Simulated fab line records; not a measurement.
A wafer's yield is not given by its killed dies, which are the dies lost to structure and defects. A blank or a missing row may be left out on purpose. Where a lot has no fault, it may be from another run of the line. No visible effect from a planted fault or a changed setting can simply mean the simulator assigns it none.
Problem report, 8D (eight disciplines) form, completed by code / flow rit_cmos / the parts of the form that need people (team, actions taken, sign-off) are left out

== 1. THE PROBLEM ==
prime_temp_c at RIT_PSD_HMDS_00 reads a mean of 148.29 C on 6 wafers of 2 lots; wafers without a fault read 140.01 C with a standard deviation of 0.12. Measured from the usual mean, that is +69 standard deviations.
The step: prime time 60 s.
Earliest sighting: wafer L780.1 on litho_track-02 at day 5 22:45. Wafers with a number at this step in the record: 42, from 14 lots. By rule, "out" or "out of limits" means more than 4 standard deviations away from the usual mean. All remaining wafers that have a number are taken as sound.

== 2. WHAT IT IS, AND WHAT IT ISN'T ==
question=which readings at this step | is=prime_temp_c | is not=-
question=which lots | is=L780, L783 | is not=L767, L768, L769, L771, L772, L773, L774, L776, L778, L786, L787, L788
question=which wafers of those lots | is=all that have a number | is not=-
question=read on which tools | is=litho_track-02 | is not=litho_track-03, litho_track-04
question=when | is=from day 5 22:45 | is not=up to then (27 sound wafers); but 9 sound wafers of L786, L787, L788 came after

== 3. SUSPECTS, AND WHAT RULES EACH OUT ==
Counting: a tool at any process step up to the reading remains a suspect when it ran all the lots that are out and ran no sound lot after the first of those.
- litho_track-02 at RIT_PSD_HMDS_00 (prime time 60 s): kept. Every lot that is out went through it, starting with L780 (day 5 22:45), and after that it ran no sound lot; the last sound lot it ran before then is L774 (day 4 16:23). Out on those wafers are its own readings of prime_temp_c.
The count leaves litho_track-02 at RIT_PSD_HMDS_00.

== 4. THE CAUSE (what the simulator had put in) ==
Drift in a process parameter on litho_track-02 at RIT_PSD_HMDS_00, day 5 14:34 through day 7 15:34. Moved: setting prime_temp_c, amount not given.
The count eliminated every tool but this one.

== 5. SEQUENCE OF EFFECTS, ordered by route ==
One row per reading whose mean, taken over the struck wafers that have a number, lies over 3 standard deviations from the usual. Only readings for which the record gives a usual standard deviation are gone through. hours: the time from each lot's start at the first step in this table that gives one to its start at this step, as a median over the lots. sigmas: the change in usual standard deviations.
hours=0; step=RIT_PSD_HMDS_00; reading=prime_temp_c; usual=140.01 C; on struck wafers=148.29; change=+8.28; sigmas=+69
It contains these process steps:
- RIT_PSD_HMDS_00: prime time 60 s.

== 6. WHAT WOULD HAVE CAUGHT IT SOONER ==
8 hours passed between the start of the fault at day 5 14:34 and the first reading out of limits in this record, taken at day 5 22:45.
